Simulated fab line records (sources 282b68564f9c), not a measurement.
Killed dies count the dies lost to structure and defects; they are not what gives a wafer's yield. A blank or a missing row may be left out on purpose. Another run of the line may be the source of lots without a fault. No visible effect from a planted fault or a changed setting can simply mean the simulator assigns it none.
fab line records	flow rit-cmos
record lots=6	wafers=18	last-day=7
route steps=202 shown PRETRO@72 GATE@75 FOX2@80 REOX@98 NLDD@103 SDANNEAL@155 M1@202
lots untouched by any fault: they come from a run of this same line in which no faults occurred
start-h: hours from the record's opening day to when the first of the lot's shown wafers began	wait-h: how many hours have passed since the lot's step before this one	" identical to the entry in the row above	L1.1+2: a row that stands for several wafers	- no value present, or no start provided	* or withheld: withheld	< > ~ a bound
route shown NAME@n: a module of which the file shows steps, and the number in the route of the first	usual: the fault-free wafers' mean and standard deviation	same: alike in all rows	chamber/n: place in a boat	sites: readings site by site	_std_site: the values' standard deviation	_edge_site: mean of outer sites minus mean of inner sites	radius-mm: how far each site lies from the wafer's centre	mask NAME#n: copy n	behind: the most recent tool/chamber to have shaped the wafer	hold: cause of the lot's hold/its duration in hours/its outcome	device: transistor that didn't switch, given as n, p or np	end of line: the tests these same wafers got at the end of their route	a step with no rows: only its recipe	killed: count of dies lost to structure and defects at first sort (not the wafer's yield)	map: shows each die of a wafer: x if killed, . if not, _ if none is there
set.NAME: the run value of the setting; set.NAME@STEP: its run value at that earlier step	model.NAME: the simulator's own value behind a step, which no gauge read
lots at some steps of the route; a table a step, a row a wafer
services: from which hour (start-h, from the record's first day; less than 0 if before it) a tool's chamber was out of use, for how many hours, and why
## steps
# step RIT_PRETRO_IMPLANT_08
# recipe species=B	energy-kev=45	dose-cm2=1.2e+13	tilt-deg=7
# step RIT_PRETRO_STRIP_09
# recipe chemistry=O2	time-s=180	resist=NOVOLAK	platen-temp-c=withheld	power-w=500	pressure-mtorr=4000	o2-flow-sccm=4000
# usual drypump-motor-current-A=5.4/0.41	rf-refl-power-W=5.8/1.6
lot.wafer	tool	chamber	start-h	wait-h	drypump-motor-current-A	rf-hours-counter-h	rf-refl-power-W
L405.1	plasma-asher-01	0	32.04	0.1	5.7	23	4.7
L405.2	"	1	"	"	4.9	23	5.4
L405.6	"	0	"	"	5.7	-	4.7
L407.1	plasma-asher-03	0	42.15	0.1	4.9	37	5.7
L407.5	"	0	"	"	4.9	-	6.2
L407.6	"	1	"	"	5.9	-	4.6
L408.3	plasma-asher-02	1	47.04	0.1	5.5	-	5.6
L408.4	"	0	"	"	5.4	-	9.9
L408.6	"	0	"	"	5.4	-	9.7
L411.2	plasma-asher-01	0	61.57	0.1	5.7	27	4.8
L411.4	"	0	"	"	5.7	-	4.7
L411.5	"	0	"	"	5.7	-	4.9
L422.3	plasma-asher-03	1	116.88	0.1	5.9	-	4.8
L422.4	"	0	"	"	4.9	-	6.2
L422.6	"	0	"	"	4.9	-	5.7
L427.2	plasma-asher-02	1	140.94	0.1	5.5	3	5.5
L427.3	"	1	"	"	5.5	-	5.2
L427.6	"	1	"	"	5.5	-	5.4
# step RIT_PRETRO_TW_MEAS_10
# usual PRETRO_TW=476.1/2.7
lot.wafer	tool	chamber	start-h	wait-h	PRETRO_TW
L405.1	film-metro-02	-	32.21	0.1	477.4
L405.2	"	-	"	"	477.4
L405.6	"	-	"	"	475.8
L407.1	film-metro-02	-	42.32	0.1	478.1
L407.5	"	-	"	"	475.3
L407.6	"	-	"	"	475.4
L408.3	film-metro-02	-	47.17	0.1	477.5
L408.4	"	-	"	"	479.6
L408.6	"	-	"	"	475.5
L411.2	film-metro-04	-	61.76	0.1	483.5
L411.4	"	-	"	"	482.4
L411.5	"	-	"	"	486.9
L422.3	film-metro-04	-	117.02	0.1	476.6
L422.4	"	-	"	"	478.0
L422.6	"	-	"	"	480.2
L427.2	film-metro-01	-	141.13	0.1	474.8
L427.3	"	-	"	"	476.3
L427.6	"	-	"	"	476.0
# step RIT_GATE_WET_ETCH_00
# recipe chemistry=BOE	target=SiO2	target-depth-nm=56	time-s=60	dry=n2-spin	dilution=10:1	temp-c=21.5
# step RIT_GATE_CLEAN_01
# recipe chemistry=SC1	mix=3:3:50	time-s=600	temp-c=75
# step RIT_GATE_CLEAN_02
# recipe chemistry=dHF	dilution=50:1	time-s=30
# step RIT_GATE_CLEAN_03
# recipe chemistry=SC2	mix=3:3:50	time-s=600	temp-c=75	dry=n2-spin
# step RIT_GATE_CLEAN_04
# recipe chemistry=dHF	dilution=50:1	time-s=60	dry=n2-spin
# step RIT_FOX2_THK_MEAS_91
# recipe reads=SiO2_of_FOX2_OXIDATION_00
# usual FIELD_OXIDE_LEFT_2_THK=252/7
lot.wafer	tool	chamber	start-h	wait-h	FIELD_OXIDE_LEFT_2_THK[nm]
L405.1	film-metro-03	-	32.71	0.0	268
L405.2	"	-	"	"	262
L405.6	"	-	"	"	266
L407.1	film-metro-02	-	43.15	0.0	247
L407.5	"	-	"	"	246
L407.6	"	-	"	"	246
L408.3	film-metro-02	-	47.85	0.0	256
L408.4	"	-	"	"	252
L408.6	"	-	"	"	255
L411.2	film-metro-02	-	62.25	0.0	253
L411.4	"	-	"	"	258
L411.5	"	-	"	"	252
L422.3	film-metro-02	-	117.53	0.0	264
L422.4	"	-	"	"	262
L422.6	"	-	"	"	268
L427.2	film-metro-03	-	141.61	0.0	247
L427.3	"	-	"	"	253
L427.6	"	-	"	"	248
# step RIT_GATE_OXIDATION_05
# recipe temp-c=900	ambient=O2	target-thk-a=30	ox-time-s=270
# step RIT_GATE_ANNEAL_06
# recipe temp-c=900	time-s=600	ambient=N2O
# step RIT_GATE_THK_MEAS_07
# recipe reads=SiO2_of_GATE_OXIDATION_05
# usual GATE_OXIDE_THK=3.00/0.068
lot.wafer	tool	chamber	start-h	wait-h	GATE_OXIDE_THK[nm]
L405.1	film-metro-03	-	34.09	0.0	3.11
L405.2	"	-	"	"	3.16
L405.6	"	-	"	"	3.07
L407.1	film-metro-03	-	44.69	0.0	3.09
L407.5	"	-	"	"	3.03
L407.6	"	-	"	"	2.98
L408.3	film-metro-03	-	49.24	0.0	3.05
L408.4	"	-	"	"	3.06
L408.6	"	-	"	"	3.02
L411.2	film-metro-04	-	63.64	0.0	3.01
L411.4	"	-	"	"	2.99
L411.5	"	-	"	"	3.11
L422.3	film-metro-02	-	118.92	0.0	3.10
L422.4	"	-	"	"	3.08
L422.6	"	-	"	"	3.10
L427.2	film-metro-04	-	144.42	0.0	3.01
L427.3	"	-	"	"	2.97
L427.6	"	-	"	"	3.03
# step RIT_GATE_CVD_08
# recipe material=poly-Si	target-thk-nm=250	temp-c=610	precursor=SiH4	time-s=2220	pressure-mtorr=300	sih4-flow-sccm=100
lot.wafer	tool	chamber	start-h	wait-h	model.poly-Si_of_GATE_CVD_08.thk-nm
L405.1	lpcvd-01	1	34.15	0.1	247
L405.2	"	1	"	"	249.9
L405.6	"	1	"	"	248.4
L407.1	lpcvd-01	0	44.75	0.1	251.7
L407.5	"	0	"	"	253.2
L407.6	"	0	"	"	249.7
L408.3	lpcvd-01	1	49.28	0.0	179.9
L408.4	"	1	"	"	180.7
L408.6	"	1	"	"	181.2
L411.2	lpcvd-01	0	63.69	0.0	177.4
L411.4	"	0	"	"	174.7
L411.5	"	0	"	"	178.6
L422.3	lpcvd-02	0	118.96	0.0	245.8
L422.4	"	0	"	"	247.6
L422.6	"	0	"	"	245.9
L427.2	lpcvd-01	0	144.85	0.4	247
L427.3	"	0	"	"	246.4
L427.6	"	0	"	"	245.6
# step RIT_GATE_THK_MEAS_09
# recipe reads=poly-Si_of_GATE_CVD_08
# usual GATE_POLY_THK=248.0/2.2
lot.wafer	tool	chamber	start-h	wait-h	GATE_POLY_THK[nm]
L405.1	film-metro-04	-	35.77	0.0	247.0
L405.2	"	-	"	"	249.9
L405.6	"	-	"	"	248.4
L407.1	film-metro-04	-	46.37	0.0	251.7
L407.5	"	-	"	"	253.4
L407.6	"	-	"	"	249.8
L408.3	film-metro-04	-	50.91	0.0	180.0
L408.4	"	-	"	"	180.8
L408.6	"	-	"	"	181.2
L411.2	film-metro-03	-	65.32	0.0	177.4
L411.4	"	-	"	"	174.9
L411.5	"	-	"	"	178.5
L422.3	film-metro-03	-	120.59	0.0	245.8
L422.4	"	-	"	"	247.6
L422.6	"	-	"	"	246.1
L427.2	film-metro-03	-	146.47	0.0	247.2
L427.3	"	-	"	"	246.6
L427.6	"	-	"	"	245.6
# step RIT_GATE_HMDS_10
# recipe prime-time-s=60	prime-temp-c=140
# step RIT_GATE_COAT_11
# recipe resist=NOVOLAK	spin-rpm=4250	resist-thk-nm=850
# step RIT_GATE_SOFTBAKE_12
# recipe resist=NOVOLAK	temp-c=90	time-s=60
# step RIT_GATE_EXPOSE_13
# recipe mask-id=M6	na=0.6	source-shape=conventional	sigma-outer=0.6	target-cd-nm=150	dose-mj=380
# step RIT_GATE_PEB_14
# recipe resist=NOVOLAK	temp-c=withheld	time-s=withheld
# step RIT_GATE_DEVELOP_15
# recipe resist=NOVOLAK	develop-time-s=50	dev-temp-c=23
# step RIT_GATE_CD_MEAS_16
# recipe target-cd-nm=150
# usual cd-nm=149.9/2.8
lot.wafer	tool	chamber	start-h	wait-h	cd-nm
L405.1	cd-sem-02	-	36.78	-	145.3
L405.2	"	-	"	"	143.7
L405.6	"	-	"	"	144.3
L407.1	cd-sem-01	-	47.40	-	151.8
L407.5	"	-	"	"	148.8
L407.6	"	-	"	"	147.2
L408.3	cd-sem-01	-	51.93	-	147.5
L408.4	"	-	"	"	148.3
L408.6	"	-	"	"	147.5
L411.2	cd-sem-01	-	66.24	-	153.9
L411.4	"	-	"	"	152.2
L411.5	"	-	"	"	152.4
L422.3	cd-sem-02	-	121.52	-	149.5
L422.4	"	-	"	"	150.0
L422.6	"	-	"	"	151.5
L427.2	cd-sem-02	-	147.39	-	146.9
L427.3	"	-	"	"	148.2
L427.6	"	-	"	"	148.9
# step RIT_GATE_OVL_MEAS_17
# usual GATE_OVL=0.1/1.3
lot.wafer	tool	chamber	start-h	wait-h	GATE_OVL[nm]
L405.1	overlay-02	-	36.90	0.1	0.4
L405.2	"	-	"	"	2.1
L405.6	"	-	"	"	0.0
L407.1	overlay-02	-	47.52	0.1	-1.0
L407.5	"	-	"	"	-0.7
L407.6	"	-	"	"	-0.1
L408.3	overlay-01	-	52.02	0.1	-2.1
L408.4	"	-	"	"	-2.7
L408.6	"	-	"	"	-2.6
L411.2	overlay-02	-	66.34	0.1	-0.1
L411.4	"	-	"	"	-1.3
L411.5	"	-	"	"	-0.1
L422.3	overlay-01	-	121.62	0.1	-0.1
L422.4	"	-	"	"	0.5
L422.6	"	-	"	"	0.8
L427.2	overlay-02	-	147.50	0.1	0.6
L427.3	"	-	"	"	0.1
L427.6	"	-	"	"	-0.5
# step RIT_GATE_HARDBAKE_18
# recipe resist=NOVOLAK	temp-c=140	time-s=60
# step RIT_GATE_ETCH_19
# recipe chemistry=SF6/CHF3/O2	time-s=165	SF6_flow_sccm=30	CHF3_flow_sccm=30	O2_flow_sccm=5	target=poly-Si	pressure-mtorr=40	rf-w=160	target-depth-a=3125	over-etch-frac=0.25	stop-on=SiO2
# usual SF6_flow_sccm=30.00/0.094	drypump-motor-current-A=5.8/0.55	oes-product-au=0.846/0.016	throttle-valve-pct=10.22/0.15
lot.wafer	tool	chamber	start-h	wait-h	SF6_flow_sccm	drypump-motor-current-A	oes-product-au	rf-hours-counter-h	throttle-valve-pct	model.etch.depth-nm	model.GATE.feature-depth-nm
L405.1	rie-si-01	2	37.11	0.1	30.11	6.1	0.849	0	10.15	247	247
L405.2	"	1	"	"	29.73	5.5	0.867	48	10.18	249.9	249.9
L405.6	"	2	"	"	30.17	6.1	0.856	-	10.13	248.4	248.4
L407.1	rie-si-01	3	47.71	0.1	30.03	6.1	0.885	151	10.38	251.7	251.7
L407.5	"	0	"	"	30.19	5.9	0.869	-	10.00	253.2	253.2
L407.6	"	3	"	"	30.02	6.1	0.867	-	10.39	249.7	249.7
L408.3	rie-si-02	2	52.20	0.1	30.08	5.2	0.664	38	10.42	179.9	179.9
L408.4	"	3	"	"	29.93	6.6	0.673	34	10.09	180.7	180.7
L408.6	"	0	"	"	30.02	4.8	0.700	-	10.17	181.2	181.2
L411.2	rie-si-01	3	66.52	0.1	29.90	6.1	0.700	151	10.37	177.4	177.4
L411.4	"	2	"	"	30.10	6.0	0.670	0	10.17	174.7	174.7
L411.5	"	3	"	"	30.00	6.1	0.693	-	10.39	178.6	178.6
L422.3	rie-si-02	1	121.79	0.1	29.93	6.1	0.830	142	10.39	245.8	245.8
L422.4	"	3	"	"	29.96	6.6	0.830	35	10.09	247.6	247.6
L422.6	"	1	"	"	29.84	6.1	0.834	-	10.41	245.9	245.9
L427.2	rie-si-01	1	147.68	0.1	30.06	5.5	0.840	49	10.17	247	247
L427.3	"	2	"	"	30.05	6.1	0.845	1	10.16	246.4	246.4
L427.6	"	2	"	"	29.93	6.1	0.844	-	10.15	245.6	245.6
# step RIT_GATE_STRIP_20
# recipe chemistry=O2	time-s=180	resist=NOVOLAK	platen-temp-c=withheld	power-w=500	pressure-mtorr=4000	o2-flow-sccm=4000
# usual drypump-motor-current-A=5.6/0.51	rf-refl-power-W=6.4/1.8
lot.wafer	tool	chamber	start-h	wait-h	drypump-motor-current-A	rf-hours-counter-h	rf-refl-power-W
L405.1	plasma-asher-02	0	37.22	0.1	5.4	40	9.7
L405.2	"	1	"	"	5.5	40	5.2
L405.6	"	1	"	"	5.5	-	5.4
L407.1	plasma-asher-02	0	47.82	0.1	5.4	41	9.4
L407.5	"	1	"	"	5.5	-	5.2
L407.6	"	0	"	"	5.4	-	9.7
L408.3	plasma-asher-03	1	52.36	0.1	5.9	-	4.6
L408.4	"	0	"	"	4.9	-	6.1
L408.6	"	0	"	"	4.9	-	5.8
L411.2	plasma-asher-04	0	66.63	0.1	6.3	45	8.0
L411.4	"	1	"	"	6.3	-	5.3
L411.5	"	1	"	"	6.3	-	5.7
L422.3	plasma-asher-03	1	121.96	0.1	5.9	-	4.7
L422.4	"	0	"	"	4.9	-	5.7
L422.6	"	0	"	"	4.9	-	6.0
L427.2	plasma-asher-04	0	147.79	0.1	6.3	54	8.0
L427.3	"	1	"	"	6.3	-	5.6
L427.6	"	1	"	"	6.3	-	5.6
# step RIT_GATE_CD_MEAS_90
# recipe target-cd-nm=150
# usual cd-nm=149.9/2.8
lot.wafer	tool	chamber	start-h	wait-h	cd-nm
L405.1	cd-sem-01	-	37.39	0.1	145.3
L405.2	"	-	"	"	143.3
L405.6	"	-	"	"	144.4
L407.1	cd-sem-01	-	47.99	0.1	151.6
L407.5	"	-	"	"	149.0
L407.6	"	-	"	"	147.3
L408.3	cd-sem-01	-	52.52	0.1	147.2
L408.4	"	-	"	"	148.1
L408.6	"	-	"	"	147.4
L411.2	cd-sem-01	-	66.82	0.1	153.7
L411.4	"	-	"	"	152.0
L411.5	"	-	"	"	152.4
L422.3	cd-sem-02	-	122.11	0.1	149.9
L422.4	"	-	"	"	149.9
L422.6	"	-	"	"	151.2
L427.2	cd-sem-02	-	147.99	0.1	146.6
L427.3	"	-	"	"	148.0
L427.6	"	-	"	"	148.7
# step RIT_REOX_CLEAN_00
# recipe chemistry=SC1	mix=3:3:50	time-s=600	temp-c=75
# step RIT_REOX_CLEAN_01
# recipe chemistry=dHF	dilution=50:1	time-s=30
# step RIT_REOX_CLEAN_02
# recipe chemistry=SC2	mix=3:3:50	time-s=600	temp-c=75	dry=n2-spin
# step RIT_REOX_OXIDATION_03
# recipe temp-c=900	ambient=O2	target-thk-a=252	ox-time-s=5580
# step RIT_REOX_THK_MEAS_04
# recipe reads=SiO2_of_REOX_OXIDATION_03
# usual REOX_OXIDE_THK=25.3/0.42
lot.wafer	tool	chamber	start-h	wait-h	REOX_OXIDE_THK[nm]
L405.1	film-metro-02	-	40.59	0.0	25.1
L405.2	"	-	"	"	25.0
L405.6	"	-	"	"	24.7
L407.1	film-metro-01	-	51.06	0.0	25.5
L407.5	"	-	"	"	25.4
L407.6	"	-	"	"	25.7
L408.3	film-metro-02	-	55.70	0.0	25.3
L408.4	"	-	"	"	25.0
L408.6	"	-	"	"	24.9
L411.2	film-metro-02	-	69.87	0.0	25.5
L411.4	"	-	"	"	25.6
L411.5	"	-	"	"	25.4
L422.3	film-metro-03	-	125.13	0.0	24.6
L422.4	"	-	"	"	24.4
L422.6	"	-	"	"	24.4
L427.2	film-metro-01	-	152.01	0.0	26.1
L427.3	"	-	"	"	25.9
L427.6	"	-	"	"	25.6
# step RIT_NLDD_HMDS_00
# recipe prime-time-s=60	prime-temp-c=140
# step RIT_NLDD_COAT_01
# recipe resist=NOVOLAK	spin-rpm=3250	resist-thk-nm=1000
# step RIT_NLDD_SOFTBAKE_02
# recipe resist=NOVOLAK	temp-c=90	time-s=60
# step RIT_NLDD_EXPOSE_03
# recipe mask-id=M7	na=0.57	target-cd-nm=40700	dose-mj=250
# step RIT_NLDD_PEB_04
# recipe resist=NOVOLAK	temp-c=withheld	time-s=withheld
# step RIT_NLDD_DEVELOP_05
# recipe resist=NOVOLAK	develop-time-s=50	dev-temp-c=23
# step RIT_NLDD_OVL_MEAS_06
# usual NLDD_OVL=-0.6/1.2
lot.wafer	tool	chamber	start-h	wait-h	NLDD_OVL[nm]
L405.1	overlay-01	-	41.50	-	-0.6
L405.2	"	-	"	"	-1.6
L405.6	"	-	"	"	-1.1
L407.1	overlay-01	-	52.05	-	0.5
L407.5	"	-	"	"	0.7
L407.6	"	-	"	"	0.4
L408.3	overlay-02	-	56.60	-	-1.3
L408.4	"	-	"	"	0.8
L408.6	"	-	"	"	1.7
L411.2	overlay-02	-	70.87	-	-0.2
L411.4	"	-	"	"	-0.6
L411.5	"	-	"	"	-1.5
L422.3	overlay-02	-	126.03	-	0.8
L422.4	"	-	"	"	1.1
L422.6	"	-	"	"	-1.1
L427.2	overlay-02	-	153.26	-	-2.0
L427.3	"	-	"	"	-1.4
L427.6	"	-	"	"	-0.2
# step RIT_NLDD_HARDBAKE_07
# recipe resist=NOVOLAK	temp-c=140	time-s=60
# step RIT_NLDD_IMPLANT_08
# recipe species=P	energy-kev=20	dose-cm2=5e+14	tilt-deg=7
# step RIT_NLDD_STRIP_09
# recipe chemistry=O2	time-s=180	resist=NOVOLAK	platen-temp-c=withheld	power-w=500	pressure-mtorr=4000	o2-flow-sccm=4000
# usual drypump-motor-current-A=5.6/0.5	rf-refl-power-W=6.4/1.8
lot.wafer	tool	chamber	start-h	wait-h	drypump-motor-current-A	rf-hours-counter-h	rf-refl-power-W
L405.1	plasma-asher-01	0	41.84	0.1	5.8	24	4.6
L405.2	"	1	"	"	4.9	24	5.5
L405.6	"	1	"	"	4.9	-	5.4
L407.1	plasma-asher-01	0	52.38	0.1	5.7	26	4.7
L407.5	"	1	"	"	4.9	-	5.3
L407.6	"	0	"	"	5.8	-	5.0
L408.3	plasma-asher-04	1	56.98	0.1	6.4	-	5.7
L408.4	"	0	"	"	6.3	-	8.3
L408.6	"	0	"	"	6.3	-	8.0
L411.2	plasma-asher-04	1	71.27	0.1	6.3	46	5.6
L411.4	"	0	"	"	6.3	-	7.9
L411.5	"	0	"	"	6.3	-	8.1
L422.3	plasma-asher-02	0	126.53	0.1	5.4	-	9.5
L422.4	"	1	"	"	5.5	-	5.9
L422.6	"	0	"	"	5.4	-	9.5
L427.2	plasma-asher-01	1	153.59	0.1	4.9	36	5.3
L427.3	"	1	"	"	4.9	-	5.3
L427.6	"	0	"	"	5.8	-	4.8
# step RIT_NLDD_TW_MEAS_10
# usual NLDD_TW=2500/19
lot.wafer	tool	chamber	start-h	wait-h	NLDD_TW
L405.1	film-metro-01	-	42.01	0.1	2469
L405.2	"	-	"	"	2472
L405.6	"	-	"	"	2464
L407.1	film-metro-03	-	52.56	0.1	2518
L407.5	"	-	"	"	2511
L407.6	"	-	"	"	2496
L408.3	film-metro-04	-	57.12	0.1	2519
L408.4	"	-	"	"	2522
L408.6	"	-	"	"	2527
L411.2	film-metro-03	-	71.45	0.1	2516
L411.4	"	-	"	"	2508
L411.5	"	-	"	"	2490
L422.3	film-metro-04	-	126.67	0.1	2487
L422.4	"	-	"	"	2487
L422.6	"	-	"	"	2499
L427.2	film-metro-04	-	153.78	0.1	2509
L427.3	"	-	"	"	2521
L427.6	"	-	"	"	2512
# step RIT_SDANNEAL_CLEAN_02
# recipe chemistry=SC2	mix=3:3:50	time-s=600	temp-c=75	dry=n2-spin
lot.wafer	tool	chamber	start-h	wait-h	model.poly-Si_of_GATE_CVD_08.thk-nm
L405.1	wet-bench-01	0	49.58	0.0	160.1
L405.2	"	0	"	"	163.6
L405.6	"	0	"	"	161.2
L407.1	wet-bench-01	1	59.60	0.0	165.6
L407.5	"	1	"	"	167.1
L407.6	"	1	"	"	161.4
L408.3	wet-bench-02	3	64.36	0.0	92.8
L408.4	"	3	"	"	94.17
L408.6	"	3	"	"	95.01
L411.2	wet-bench-01	3	78.67	0.0	91.22
L411.4	"	3	"	"	89.31
L411.5	"	3	"	"	92.12
L422.3	wet-bench-01	2	134.14	0.0	159.1
L422.4	"	2	"	"	160.4
L422.6	"	2	"	"	159.7
L427.2	wet-bench-04	3	161.29	0.0	158.9
L427.3	"	3	"	"	158.5
L427.6	"	3	"	"	157.3
# step RIT_M1_PROBE_99
# usual killed_at_M0_to_M3=0.0/0.14	killed-at-front-end=7/3	killed-dies=7/3	killed-on-rim=1.8/1.3	killed-open=3.5/2	killed-short=3.6/2.1
# same gross-dies=264	killed_at_M4_up=0	killed-at-back-side=0	killed-at-contacts=0	killed-at-other=0
lot.wafer	tool	chamber	start-h	wait-h	killed_at_M0_to_M3	killed-at-front-end	killed-dies	killed-on-rim	killed-open	killed-short	model.etest.pmos-turned.r-on-ohm-um	model.etest.pmos_0p3.r-on-ohm-um	model.etest.pmos_0p15.r-on-ohm-um	model.etest.nmos_0p3.r-on-ohm-um	model.etest.nmos-turned.drive-ua-um	model.etest.nmos_0p15.r-on-ohm-um	model.etest.pmos-turned.drive-ua-um	model.etest.nmos_0p15.drive-ua-um
L405.1	prober-01	-	58.61	0.1	0	3	3	1	1	2	3319	6328	2669	2192	337.3	1099	196.4	476.5
L405.2	prober-01	-	58.66	0.1	0	3	3	1	2	1	3310	6447	2648	2214	337	1102	197.7	486.3
L405.6	prober-01	-	58.86	0.2	0	3	3	0	1	2	3237	6310	2609	2164	344.8	1098	203.8	486.9
L407.1	prober-01	-	68.47	0.1	0	12	12	3	8	4	3540	6352	2847	2196	306.7	1130	179.1	444.8
L407.5	prober-01	-	68.67	0.2	0	15	15	2	7	8	3501	6375	2774	2181	317.7	1115	184.5	471.9
L407.6	prober-01	-	68.72	0.2	0	8	8	2	4	4	3502	6319	2774	2196	319.4	1133	185.7	476.4
L408.3	prober-02	-	73.67	0.2	0	8	8	3	5	3	-	-	-	-	-	-	-	-
L408.4	prober-02	-	73.72	0.2	0	7	7	0	7	0	2830	6037	2487	1970	468.6	999.1	246.1	541.1
L408.6	prober-02	-	73.82	0.2	0	4	4	1	3	1	2793	5959	2467	1977	467.6	991.5	247.5	544
L411.2	prober-01	-	86.34	0.1	0	10	10	2	8	2	-	-	-	-	-	-	-	-
L411.4	prober-01	-	86.44	0.2	0	12	12	4	8	4	2930	6195	2607	2032	440.2	1052	237.6	510.8
L411.5	prober-01	-	86.49	0.2	0	5	5	1	4	1	-	-	-	-	-	-	-	-
L422.3	prober-02	-	141.83	0.2	0	8	8	0	3	5	3329	6328	2754	2136	347.5	1110	198.8	477
L422.4	prober-02	-	141.88	0.2	0	8	8	2	4	4	3348	6393	2726	2180	345.8	1127	197.1	471.3
L422.6	prober-02	-	141.98	0.2	0	5	5	2	3	2	3354	6370	2753	2152	345.1	1109	195.6	465.5
L427.2	prober-02	-	168.99	0.1	1	3	4	1	2	2	3742	6508	2934	2170	309.5	1147	166.8	474.6
L427.3	prober-02	-	169.04	0.2	0	7	7	2	4	3	3682	6436	2936	2151	316.5	1148	170.8	478.7
L427.6	prober-02	-	169.19	0.2	0	4	4	1	2	2	3703	6508	2934	2185	323.2	1156	172.8	466.4
# killed by level:class
L405.1 FOX2:geometric-particle:short=1 GATE:geometric-particle:short=1 SPACER:geometric-particle:open=1
L405.2 GATE:geometric-particle:open=1 REOX:geometric-particle:short=1 SPACER:geometric-particle:open=1
L405.6 FOX1:geometric-particle:open=1 GATE:geometric-particle:short=1 SILICIDE:geometric-particle:short=1
L407.1 GATE:geometric-particle:open=6 GATE:geometric-particle:short=4 FOX1:geometric-particle:open=1 SPACER:geometric-particle:open=1
L407.5 GATE:geometric-particle:short=4 FOX1:geometric-particle:open=3 GATE:geometric-particle:open=3 FOX1:geometric-particle:short=1 FOX2:geometric-particle:short=1 SPACER:geometric-particle:short=1 SILICIDE:geometric-particle:short=1 SILICIDE:geometric-particle:open=1
L407.6 GATE:geometric-particle:short=3 FOX1:geometric-particle:open=1 GATE:geometric-particle:open=1 REOX:geometric-particle:open=1 SPACER:geometric-particle:open=1 SILICIDE:geometric-particle:short=1
L408.3 GATE:geometric-particle:open=2 REOX:geometric-particle:open=2 FOX2:geometric-particle:open=1 GATE:geometric-particle:short=1 REOX:geometric-particle:short=1 SILICIDE:geometric-particle:short=1
L408.4 GATE:geometric-particle:open=4 REOX:geometric-particle:open=1 SPACER:geometric-particle:open=1 SILICIDE:geometric-particle:open=1
L408.6 FOX2:geometric-particle:open=2 FOX2:geometric-particle:short=1 GATE:geometric-particle:open=1
L411.2 GATE:geometric-particle:open=4 FOX1:geometric-particle:open=2 FOX2:geometric-particle:short=1 FOX2:geometric-particle:open=1 GATE:geometric-particle:short=1 REOX:geometric-particle:open=1
L411.4 FOX1:geometric-particle:open=4 SILICIDE:geometric-particle:short=3 SILICIDE:geometric-particle:open=2 GATE:geometric-particle:open=1 GATE:geometric-particle:short=1 SPACER:geometric-particle:open=1
L411.5 FOX2:geometric-particle:open=1 GATE:geometric-particle:open=1 GATE:geometric-particle:short=1 SPACER:geometric-particle:open=1 SILICIDE:geometric-particle:open=1
L422.3 SPACER:geometric-particle:short=2 FOX1:geometric-particle:short=1 GATE:geometric-particle:short=1 GATE:geometric-particle:open=1 REOX:geometric-particle:short=1 SPACER:geometric-particle:open=1 SILICIDE:geometric-particle:open=1
L422.4 FOX1:geometric-particle:open=2 GATE:geometric-particle:short=2 GATE:geometric-particle:open=1 REOX:geometric-particle:short=1 SPACER:geometric-particle:short=1 SPACER:geometric-particle:open=1
L422.6 SPACER:geometric-particle:open=2 FOX1:geometric-particle:open=1 SPACER:geometric-particle:short=1 SILICIDE:geometric-particle:short=1
L427.2 FOX2:geometric-particle:open=1 REOX:geometric-particle:open=1 SPACER:geometric-particle:short=1 M1:geometric-particle:short=1
L427.3 REOX:geometric-particle:open=2 REOX:geometric-particle:short=2 FOX1:geometric-particle:open=1 GATE:geometric-particle:open=1 SPACER:geometric-particle:short=1
L427.6 GATE:geometric-particle:open=1 GATE:geometric-particle:short=1 SPACER:geometric-particle:open=1 SPACER:geometric-particle:short=1
## services
tool	chamber	start-h	hours	kind
rie-si-01	-	12.92	0.2	repair
plasma-asher-01	-	14.71	0.3	repair
plasma-asher-04	-	21.50	2.6	repair
rie-si-01	3	91.95	5.7	repair
plasma-asher-01	-	98.37	0.4	repair
plasma-asher-01	-	103.03	2.8	pm
rie-si-01	3	106.80	-	clean
rie-si-01	3	106.80	28.7	scheduled-down
rie-si-01	3	106.80	28.7	vent-cycle
plasma-asher-02	-	108.75	9.0	pm
plasma-asher-02	0	108.75	9.0	vent-cycle
plasma-asher-02	1	108.75	9.0	vent-cycle
rie-si-01	1	116.99	3.6	repair
plasma-asher-02	0	117.75	-	clean
plasma-asher-02	1	117.75	-	clean
plasma-asher-04	-	125.04	2.2	repair
rie-si-02	1	149.10	-	clean
rie-si-02	1	149.10	19.1	scheduled-down
rie-si-02	1	149.10	19.1	vent-cycle
## key
first-sign step=RIT_GATE_THK_MEAS_09	reading=GATE_POLY_THK	direction=down	sigmas=32	usual=248.0	struck=178.8
effect step=RIT_GATE_ETCH_19	reading=oes-product-au	direction=down	sigmas=10	usual=0.846	struck=0.683
model-effect step=RIT_GATE_CVD_08	value=poly-Si_of_GATE_CVD_08.thk-nm	without=246.5	struck=178.8
model-effect step=RIT_GATE_ETCH_19	value=etch.depth-nm	without=246.5	struck=178.8
model-effect step=RIT_SDANNEAL_CLEAN_02	value=poly-Si_of_GATE_CVD_08.thk-nm	without=160.2	struck=92.44
model-effect step=RIT_M1_PROBE_99	value=etest.pmos-turned.r-on-ohm-um	without=3423	struck=2851
met-at RIT_GATE_CVD_08
struck-wafers L408.3,L408.4,L408.6,L411.2,L411.4,L411.5
tester-left-out L408,L411
onset-between 44.75 49.28
fault kind=process-parameter-drift	tool=lpcvd-01	chamber=-	onset-h=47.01	steps=RIT_GATE_CVD_08	channel=target-thk-nm	offset=-67.777	shape=step	end-h=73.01	acts-in=these-recipes-only	stated=250
# tester-left-out: of these lots the tester's yield and bins aren't shown, on N5 and GAA mostly nor the transistor test; their killed dies are dies lost to structure and defects alone, not to doping, threshold or leakage, so they don't give the yield
